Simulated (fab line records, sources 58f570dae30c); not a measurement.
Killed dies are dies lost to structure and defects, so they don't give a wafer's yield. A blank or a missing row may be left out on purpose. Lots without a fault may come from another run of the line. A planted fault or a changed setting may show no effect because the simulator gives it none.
Which tool did it? | flow berkeley_cmos170 | 14 lots, 42 wafers sampled, at 1 step of a route of 331

WHAT THE GAUGES READ, wafer by wafer
UCB170_NLDD_TW_MEAS_11.
lot  | measured     | on            | NLDD_TW
L477 | day 5 14:50  | film_metro-01 | 2263 2266 2260
L478 | day 6 12:52  | film_metro-01 | 2249 2255 2259
L480 | day 6 23:52  | film_metro-02 | 2201 2190 2194
L482 | day 7 00:23  | film_metro-01 | 2279 2267 2268
L483 | day 7 13:38  | film_metro-01 | 2274 2274 2270
L485 | day 8 01:46  | film_metro-04 | 2277 2262 2260
L487 | day 8 14:45  | film_metro-04 | 2271 2280 2267
L491 | day 9 01:19  | film_metro-01 | 2262 2261 2264
L492 | day 9 07:31  | film_metro-02 | 2196 2185 2185
L493 | day 9 20:23  | film_metro-04 | 2249 2245 2265
L494 | day 10 03:23 | film_metro-04 | 2258 2260 2255
L495 | day 10 11:38 | film_metro-02 | 2202 2197 2189
L497 | day 10 17:00 | film_metro-02 | 2198 2193 2191
L500 | day 11 01:23 | film_metro-02 | 2191 2192 2186

WHICH TOOL RAN EACH LOT (tool, then ch and the chambers of the sampled wafers, then the start)
The record holds no process step before these readings.

WHAT THE TOOLS THEMSELVES READ (means of the sampled wafers that have a number; where no wafer has one, the mark that the record gives instead)
The record holds no such reading with a usual standard deviation.

THE ANSWER, worked out from the rows above alone
Rule: what is usual is taken from the lots themselves. Put in order of their means at a reading, lots are off if they are a third of the lots or fewer, leave a main group of 4 or more, and stand apart from it by a gap of 3 or more times the standard deviation of the main group's means; of several such gaps the widest counts. A main group whose means are all the same, to the digits that the tables above print for the reading, isn't used. A lot without any number at a reading at which 4 lots or more have one is off too. The other lots that the step has rows for count as sound. The gauges are gone through in route order, then the tools' own readings, and for those a lot's mean is taken as printed above. The first step at which some lot is off is used, and at that step the reading that is off furthest; a lot without a number counts as furthest.
No lot is off at any reading shown: from this, nothing can be told.

WHAT THE SIMULATOR HAD PUT IN
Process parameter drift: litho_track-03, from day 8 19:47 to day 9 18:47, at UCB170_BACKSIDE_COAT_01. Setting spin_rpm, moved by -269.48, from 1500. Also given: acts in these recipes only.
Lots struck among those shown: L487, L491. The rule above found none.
